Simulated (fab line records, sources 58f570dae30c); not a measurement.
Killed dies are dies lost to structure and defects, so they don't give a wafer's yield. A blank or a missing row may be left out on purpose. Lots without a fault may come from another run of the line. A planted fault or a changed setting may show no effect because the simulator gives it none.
Which tool did it? | flow berkeley_cmos170 | 14 lots, 42 wafers sampled, at 5 steps of a route of 331

WHAT THE GAUGES READ, wafer by wafer
UCB170_V1_THK_MEAS_01.
lot  | measured     | on            | V1_TEOS_THK (nm)
L942 | day 8 11:32  | film_metro-02 | 2004 2032 2042
L943 | day 8 12:52  | film_metro-03 | 2029 2013 2035
L945 | day 8 19:20  | film_metro-03 | 2003 1997 1985
L944 | day 8 20:40  | film_metro-02 | 1980 2057 2027
L948 | day 9 14:45  | film_metro-04 | 2041 2072 2066
L949 | day 9 16:04  | film_metro-02 | 2041 2028 2048
L950 | day 9 23:29  | film_metro-02 | 2011 2027 2043
L951 | day 10 03:30 | film_metro-04 | 2031 2024 2055
L958 | day 11 12:03 | film_metro-04 | 2023 2082 2068
L960 | day 12 02:13 | film_metro-04 | 2008 2066 2026
L959 | day 12 03:32 | film_metro-04 | 2035 2026 2063
L962 | day 12 19:08 | film_metro-02 | 1997 1993 2045
L963 | day 12 19:08 | film_metro-03 | 2011 1990 1989
L964 | day 13 07:47 | film_metro-02 | 1991 2014 2015

UCB170_M2_CD_MEAS_15: target cd 700 nm.
lot  | measured     | on        | cd_nm (nm)
L942 | day 8 17:11  | cd_sem-02 | 700.0 698.4 700.2
L943 | day 8 18:09  | cd_sem-02 | 700.2 697.4 701.0
L945 | day 9 00:17  | cd_sem-01 | 702.0 701.0 701.7
L944 | day 9 01:54  | cd_sem-02 | 700.6 698.6 699.1
L948 | day 9 19:17  | cd_sem-02 | 698.3 698.7 700.1
L949 | day 9 20:40  | cd_sem-01 | 698.6 698.5 699.0
L950 | day 10 06:57 | cd_sem-01 | 699.2 699.7 699.0
L951 | day 10 08:51 | cd_sem-01 | 701.3 701.0 701.2
L958 | day 11 17:29 | cd_sem-02 | 700.3 700.8 699.3
L960 | day 12 08:20 | cd_sem-02 | 700.3 700.3 699.2
L959 | day 12 08:28 | cd_sem-01 | 697.2 698.0 697.7
L962 | day 13 00:16 | cd_sem-02 | 701.1 700.8 701.0
L963 | day 12 23:39 | cd_sem-01 | 699.0 699.4 698.0
L964 | day 13 14:54 | cd_sem-01 | 701.9 702.6 700.5

UCB170_V2_THK_MEAS_01.
lot  | measured     | on            | V2_TEOS_THK (nm)
L942 | day 8 17:56  | film_metro-01 | 2009 2030 2026
L943 | day 8 18:55  | film_metro-01 | 1993 2040 2046
L945 | day 9 01:03  | film_metro-04 | 1971 1996 1980
L944 | day 9 02:40  | film_metro-02 | 2025 2043 2022
L948 | day 9 20:03  | film_metro-04 | 1979 2035 2018
L949 | day 9 21:26  | film_metro-02 | 1964 1997 2039
L950 | day 10 07:43 | film_metro-02 | 2697 2697 2736
L951 | day 10 09:36 | film_metro-04 | 2718 2711 2770
L958 | day 11 18:14 | film_metro-04 | 1993 2044 2015
L960 | day 12 09:05 | film_metro-01 | 1955 2005 1998
L959 | day 12 09:14 | film_metro-02 | 1971 1993 2007
L962 | day 13 01:01 | film_metro-04 | 2055 1994 2043
L963 | day 13 00:25 | film_metro-04 | 2002 1971 1978
L964 | day 13 15:40 | film_metro-01 | 2014 2033 2031

WHICH TOOL RAN EACH LOT (tool, then ch and the chambers of the sampled wafers, then the start)
lot  | UCB170_V1_CVD_00                | UCB170_V2_CVD_00
L942 | pecvd-01 ch 0,1, day 8 11:22    | pecvd-02 ch 1,2, day 8 17:47
L943 | pecvd-03 ch 1,2, day 8 12:42    | pecvd-04 ch 1,2, day 8 18:45
L945 | pecvd-01 ch 0,1,2, day 8 19:11  | pecvd-04 ch 0,1,2, day 9 00:53
L944 | pecvd-03 ch 1,2, day 8 20:31    | pecvd-04 ch 1,2, day 9 02:31
L948 | pecvd-02 ch 0,1,2, day 9 14:35  | pecvd-02 ch 0,2, day 9 19:53
L949 | pecvd-03 ch 0,2, day 9 15:55    | pecvd-04 ch 0,1,2, day 9 21:17
L950 | pecvd-01 ch 0,2, day 9 23:20    | pecvd-04 ch 0,1, day 10 07:34
L951 | pecvd-01 ch 1,2, day 10 03:20   | pecvd-04 ch 1,2, day 10 09:26
L958 | pecvd-03 ch 1,2, day 11 11:53   | pecvd-02 ch 1,2, day 11 18:05
L960 | pecvd-01 ch 0,1,2, day 12 02:02 | pecvd-02 ch 0,2, day 12 08:54
L959 | pecvd-02 ch 0,1,2, day 12 03:23 | pecvd-03 ch 1,2, day 12 09:05
L962 | pecvd-01 ch 0,1, day 12 18:59   | pecvd-03 ch 0,2, day 13 00:52
L963 | pecvd-03 ch 0,1,2, day 12 18:59 | pecvd-02 ch 0,1,2, day 13 00:16
L964 | pecvd-02 ch 0,1, day 13 07:37   | pecvd-04 ch 0,1,2, day 13 15:30
- UCB170_V1_CVD_00: deposits SiO2 from TEOS/O2, target thk 2000 nm, time 250 s.
- UCB170_V2_CVD_00: deposits SiO2 from TEOS/O2, target thk 2000 nm, time 250 s.

WHAT THE TOOLS THEMSELVES READ (means of the sampled wafers that have a number; where no wafer has one, the mark that the record gives instead)
UCB170_V1_CVD_00.
lot  | tool     | heater_power_w (W)
L942 | pecvd-01 | 283
L943 | pecvd-03 | 255
L945 | pecvd-01 | 250
L944 | pecvd-03 | 246
L948 | pecvd-02 | 158
L949 | pecvd-03 | 264
L950 | pecvd-01 | 221
L951 | pecvd-01 | 232
L958 | pecvd-03 | 243
L960 | pecvd-01 | 234
L959 | pecvd-02 | 162
L962 | pecvd-01 | 251
L963 | pecvd-03 | 259
L964 | pecvd-02 | 148

UCB170_V2_CVD_00.
lot  | tool     | heater_power_w (W)
L942 | pecvd-02 | 169
L943 | pecvd-04 | 196
L945 | pecvd-04 | 231
L944 | pecvd-04 | 242
L948 | pecvd-02 | 169
L949 | pecvd-04 | 226
L950 | pecvd-04 | 254
L951 | pecvd-04 | 241
L958 | pecvd-02 | 153
L960 | pecvd-02 | 168
L959 | pecvd-03 | 252
L962 | pecvd-03 | 248
L963 | pecvd-02 | 174
L964 | pecvd-04 | 262

THE ANSWER, worked out from the rows above alone
Rule: what is usual is taken from the lots themselves. Put in order of their means at a reading, lots are off if they are a third of the lots or fewer, leave a main group of 4 or more, and stand apart from it by a gap of 3 or more times the standard deviation of the main group's means; of several such gaps the widest counts. A main group whose means are all the same, to the digits that the tables above print for the reading, isn't used. A lot without any number at a reading at which 4 lots or more have one is off too. The other lots that the step has rows for count as sound. The gauges are gone through in route order, then the tools' own readings, and for those a lot's mean is taken as printed above. The first step at which some lot is off is used, and at that step the reading that is off furthest; a lot without a number counts as furthest.
Off: L950, L951, at UCB170_V2_THK_MEAS_01 (V2_TEOS_THK). The main group: mean 2009 nm, standard deviation 18.
A tool fits if, at a process step before that reading, it ran every lot that is off, and no sound lot after the first of them. The gauges at UCB170_V2_THK_MEAS_01 are tried like those tools. None of those tried fits.

WHAT THE SIMULATOR HAD PUT IN
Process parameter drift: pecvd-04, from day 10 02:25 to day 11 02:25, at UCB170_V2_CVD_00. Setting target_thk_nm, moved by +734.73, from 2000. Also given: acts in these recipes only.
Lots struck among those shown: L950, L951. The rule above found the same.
